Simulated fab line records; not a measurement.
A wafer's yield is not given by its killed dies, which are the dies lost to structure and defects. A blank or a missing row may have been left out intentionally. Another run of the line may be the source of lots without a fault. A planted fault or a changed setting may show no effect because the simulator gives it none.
Which tool is to blame? || flow berkeley-cmos170 || 14 lots with 42 wafers sampled at 2 steps, on a route of 331 steps

== WHAT THE GAUGES READ, wafer by wafer ==
UCB170_GATE_CD_MEAS_12: target cd 350 nm.
{"lot": "L444", "measured": "day 7 09:53", "on": "cd-sem-02", "cd-nm (nm)": "350.6 350.0 351.5"}
{"lot": "L447", "measured": "day 8 03:38", "on": "cd-sem-01", "cd-nm (nm)": "350.5 350.7 350.1"}
{"lot": "L448", "measured": "day 8 03:48", "on": "cd-sem-02", "cd-nm (nm)": "350.3 350.6 351.0"}
{"lot": "L450", "measured": "day 8 13:19", "on": "cd-sem-01", "cd-nm (nm)": "352.4 351.4 350.1"}
{"lot": "L453", "measured": "day 8 18:04", "on": "cd-sem-02", "cd-nm (nm)": "346.2 347.2 347.1"}
{"lot": "L454", "measured": "day 8 17:42", "on": "cd-sem-02", "cd-nm (nm)": "349.5 348.7 350.0"}
{"lot": "L455", "measured": "day 8 17:58", "on": "cd-sem-01", "cd-nm (nm)": "347.6 349.8 348.6"}
{"lot": "L451", "measured": "day 8 18:10", "on": "cd-sem-02", "cd-nm (nm)": "347.2 347.5 347.4"}
{"lot": "L452", "measured": "day 8 18:17", "on": "cd-sem-02", "cd-nm (nm)": "348.4 349.5 349.1"}
{"lot": "L456", "measured": "day 10 01:15", "on": "cd-sem-01", "cd-nm (nm)": "350.3 350.7 349.4"}
{"lot": "L457", "measured": "day 10 01:25", "on": "cd-sem-02", "cd-nm (nm)": "353.3 352.8 351.7"}
{"lot": "L460", "measured": "day 10 15:10", "on": "cd-sem-01", "cd-nm (nm)": "301.3 303.8 303.1"}
{"lot": "L462", "measured": "day 11 05:45", "on": "cd-sem-01", "cd-nm (nm)": "310.7 310.2 308.7"}
{"lot": "L464", "measured": "day 11 08:44", "on": "cd-sem-02", "cd-nm (nm)": "349.3 350.6 350.1"}

== TOOL THAT RAN EACH LOT (tool first, then ch and the chambers of the sampled wafers, then the start) ==
{"lot": "L444", "UCB170_GATE_COAT_07": "litho-track-01 ch 0, day 7 08:00"}
{"lot": "L447", "UCB170_GATE_COAT_07": "litho-track-04 ch 0, day 8 02:00"}
{"lot": "L448", "UCB170_GATE_COAT_07": "litho-track-01 ch 0, day 8 02:00"}
{"lot": "L450", "UCB170_GATE_COAT_07": "litho-track-01 ch 0, day 8 12:00"}
{"lot": "L453", "UCB170_GATE_COAT_07": "litho-track-02 ch 0, day 8 16:00"}
{"lot": "L454", "UCB170_GATE_COAT_07": "litho-track-04 ch 0, day 8 16:00"}
{"lot": "L455", "UCB170_GATE_COAT_07": "litho-track-01 ch 0, day 8 16:00"}
{"lot": "L451", "UCB170_GATE_COAT_07": "litho-track-02 ch 0, day 8 17:00"}
{"lot": "L452", "UCB170_GATE_COAT_07": "litho-track-04 ch 0, day 8 17:00"}
{"lot": "L456", "UCB170_GATE_COAT_07": "litho-track-01 ch 0, day 10 00:00"}
{"lot": "L457", "UCB170_GATE_COAT_07": "litho-track-02 ch 0, day 10 00:00"}
{"lot": "L460", "UCB170_GATE_COAT_07": "litho-track-01 ch 0, day 10 14:00"}
{"lot": "L462", "UCB170_GATE_COAT_07": "litho-track-01 ch 0, day 11 04:00"}
{"lot": "L464", "UCB170_GATE_COAT_07": "litho-track-02 ch 0, day 11 08:00"}
- UCB170_GATE_COAT_07: resist thk 900 nm.

== WHAT THE TOOLS THEMSELVES READ (means of the sampled wafers that have a number; where no wafer has one, the mark that the record gives instead) ==
UCB170_GATE_COAT_07.
{"lot": "L444", "tool": "litho-track-01", "dispense-pressure-kPa (kPa)": 52.9}
{"lot": "L447", "tool": "litho-track-04", "dispense-pressure-kPa (kPa)": 50.6}
{"lot": "L448", "tool": "litho-track-01", "dispense-pressure-kPa (kPa)": 52.9}
{"lot": "L450", "tool": "litho-track-01", "dispense-pressure-kPa (kPa)": 52.9}
{"lot": "L453", "tool": "litho-track-02", "dispense-pressure-kPa (kPa)": 49.5}
{"lot": "L454", "tool": "litho-track-04", "dispense-pressure-kPa (kPa)": 50.6}
{"lot": "L455", "tool": "litho-track-01", "dispense-pressure-kPa (kPa)": 52.9}
{"lot": "L451", "tool": "litho-track-02", "dispense-pressure-kPa (kPa)": 49.5}
{"lot": "L452", "tool": "litho-track-04", "dispense-pressure-kPa (kPa)": 50.6}
{"lot": "L456", "tool": "litho-track-01", "dispense-pressure-kPa (kPa)": 52.9}
{"lot": "L457", "tool": "litho-track-02", "dispense-pressure-kPa (kPa)": 49.5}
{"lot": "L460", "tool": "litho-track-01", "dispense-pressure-kPa (kPa)": 52.9}
{"lot": "L462", "tool": "litho-track-01", "dispense-pressure-kPa (kPa)": 52.9}
{"lot": "L464", "tool": "litho-track-02", "dispense-pressure-kPa (kPa)": 49.5}

== THE ANSWER, worked out from the rows above alone ==
Rule: usual is defined by the lots themselves. The widest of any qualifying gaps counts: lots, ordered by their means at a reading, are off when they make up no more than a third of the lots, leave a main group of 4 or more, and stand apart from it by 3 or more times the standard deviation of that group's means. If all means in a main group match to the digits the tables above print for the reading, that group is not used. A lot without any number at a reading at which 4 lots or more have one is off too. Any other lot the step has rows for is counted as sound. The gauges are gone through in route order, then the tools' own readings, and for those a lot's mean is taken as printed above. At the first step where some lot is off, the reading lying furthest off is the one used; lots without a number count as furthest.
Off: L460, L462, at UCB170_GATE_CD_MEAS_12 (cd-nm). The main group: mean 349.8 nm, standard deviation 1.6.
A tool fits if, at a process step before that reading, it ran every lot that is off, and no sound lot after the first of them. The gauges at UCB170_GATE_CD_MEAS_12 are tried like those tools. Undecided on this evidence; 2 tools fit (litho-track-01 at UCB170_GATE_COAT_07, cd-sem-01 at UCB170_GATE_CD_MEAS_12).

== WHAT THE SIMULATOR PUT IN ==
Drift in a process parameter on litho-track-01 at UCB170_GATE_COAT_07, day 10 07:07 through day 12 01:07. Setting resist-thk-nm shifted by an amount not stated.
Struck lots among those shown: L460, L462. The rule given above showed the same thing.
